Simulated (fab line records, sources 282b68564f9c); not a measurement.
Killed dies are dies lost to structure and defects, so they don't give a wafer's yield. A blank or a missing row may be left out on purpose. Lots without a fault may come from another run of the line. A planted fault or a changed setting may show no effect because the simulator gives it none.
A struck lot beside a sound one | flow rit_cmos | 43 steps out of a route of 202
Sound: wafers L147.1, L147.2, L147.4. Struck: wafers L139.1, L139.2, L139.4. The cause comes at the end.
At each step with rows: each side's tool, then ch and its chambers, then its first start. Under that, the readings that differ: sound wafers | struck wafers | difference of the means | sigmas: that difference in standard deviations of wafers without a fault.
alike: readings whose means differ by less than 2 such deviations, and words and numbers that are the same on both sides. not compared: withheld readings, readings that some wafer has no value for, bounds like >300 that may hide the same value, and numbers for which the record gives no deviation and whose values overlap.
The two part at a step that has a row with sigmas, a row that says differs or no value, or rows on one side only. Numbers that don't overlap but have no deviation are shown without sigmas and don't part them. A reading that every wafer of one side lacks parts them only if that side has two wafers or more.

first, 1 step without rows for these wafers: RIT_WELLDRIVE_ANNEAL_00 (time 14700 s).
RIT_WELLDRIVE_RS_MEAS_01: measures by four-point-probe.
  sound on film_metro-01, day 5 21:41; struck on film_metro-04, day 4 09:20
  alike: NWELL_RS
RIT_WELLDRIVE_RS_MEAS_02: measures by four-point-probe.
  sound on film_metro-01, day 5 21:49; struck on film_metro-04, day 4 09:27
  alike: PWELL_RS
then, 6 steps without rows for these wafers: RIT_NRETRO_HMDS_00 (prime time 60 s); RIT_NRETRO_COAT_01 (resist thk 1300 nm); RIT_NRETRO_SOFTBAKE_02 (time 60 s); RIT_NRETRO_EXPOSE_03 (exposes mask M4, target cd 43900 nm); RIT_NRETRO_PEB_04; RIT_NRETRO_DEVELOP_05 (develop time 68 s).
RIT_NRETRO_OVL_MEAS_06:
  sound on overlay-02, day 5 23:04; struck on overlay-02, day 4 10:34
  alike: NRETRO_OVL
then, 2 steps without rows for these wafers: RIT_NRETRO_HARDBAKE_07 (time 120 s); RIT_NRETRO_IMPLANT_08.
RIT_NRETRO_STRIP_09: strips in O2, time 180 s.
  sound on plasma_asher-02 ch 0,1, day 5 23:29; struck on plasma_asher-01 ch 0,1, day 4 11:01
  alike: drypump_motor_current_A
  not compared: rf_hours_counter_h
RIT_NRETRO_TW_MEAS_10:
  sound on film_metro-04, day 5 23:40; struck on film_metro-02, day 4 11:11
  alike: NRETRO_TW
then, 6 steps without rows for these wafers: RIT_PRETRO_HMDS_00 (prime time 60 s); RIT_PRETRO_COAT_01 (resist thk 1300 nm); RIT_PRETRO_SOFTBAKE_02 (time 60 s); RIT_PRETRO_EXPOSE_03 (exposes mask M5, target cd 43700 nm); RIT_PRETRO_PEB_04; RIT_PRETRO_DEVELOP_05 (develop time 68 s).
RIT_PRETRO_OVL_MEAS_06:
  sound on overlay-02, day 6 00:37; struck on overlay-01, day 4 12:17
  alike: PRETRO_OVL
then, 2 steps without rows for these wafers: RIT_PRETRO_HARDBAKE_07 (time 120 s); RIT_PRETRO_IMPLANT_08.
RIT_PRETRO_STRIP_09: strips in O2, time 180 s.
  sound on plasma_asher-03 ch 0,1, day 6 01:02; struck on plasma_asher-03 ch 0,1, day 4 12:43
  alike: drypump_motor_current_A
  not compared: rf_hours_counter_h
RIT_PRETRO_TW_MEAS_10:
  sound on film_metro-03, day 6 01:13; struck on film_metro-02, day 4 12:54
  alike: PRETRO_TW
then, 5 steps without rows for these wafers: RIT_GATE_WET_ETCH_00 (etches SiO2 in BOE, target depth 56 nm, time 60 s); RIT_GATE_CLEAN_01 (cleans in SC1, time 600 s); RIT_GATE_CLEAN_02 (cleans in dHF, time 30 s); RIT_GATE_CLEAN_03 (cleans in SC2, time 600 s); RIT_GATE_CLEAN_04 (cleans in dHF, time 60 s).
RIT_FOX2_THK_MEAS_91:
  sound on film_metro-03, day 6 01:42; struck on film_metro-01, day 4 13:22
  alike: FIELD_OXIDE_LEFT_2_THK
then, 2 steps without rows for these wafers: RIT_GATE_OXIDATION_05 (target thk 3 nm, ox time 270 s); RIT_GATE_ANNEAL_06 (time 600 s).
RIT_GATE_THK_MEAS_07:
  sound on film_metro-04, day 6 04:32; struck on film_metro-04, day 4 16:13
  alike: GATE_OXIDE_THK
then, 1 step without rows for these wafers: RIT_GATE_CVD_08 (deposits poly-Si from SiH4, target thk 250 nm, time 2220 s).
RIT_GATE_THK_MEAS_09:
  sound on film_metro-04, day 6 06:12; struck on film_metro-01, day 4 18:09
  alike: GATE_POLY_THK
then, 6 steps without rows for these wafers: RIT_GATE_HMDS_10 (prime time 60 s); RIT_GATE_COAT_11 (resist thk 833.8 nm); RIT_GATE_SOFTBAKE_12 (time 60 s); RIT_GATE_EXPOSE_13 (exposes mask M6, target cd 150 nm); RIT_GATE_PEB_14; RIT_GATE_DEVELOP_15 (develop time 50 s).
RIT_M1_PROBE_99:
  sound on prober-01, day 7 15:02; struck on prober-01, day 5 15:34
  reading             | sound | struck   | difference | sigmas
  killed_at_front_end | 4 4 5 | 16 19 17 | +13        | +4
  killed_dies         | 5 4 5 | 16 19 17 | +13        | +4
  killed_on_rim       | 2 1 1 | 8 10 8   | +7         | +6
  alike: killed_at_contacts, killed_open, killed_short

WHERE THEY PART
Only at RIT_M1_PROBE_99, within this record.

WHY: what the simulator had put in
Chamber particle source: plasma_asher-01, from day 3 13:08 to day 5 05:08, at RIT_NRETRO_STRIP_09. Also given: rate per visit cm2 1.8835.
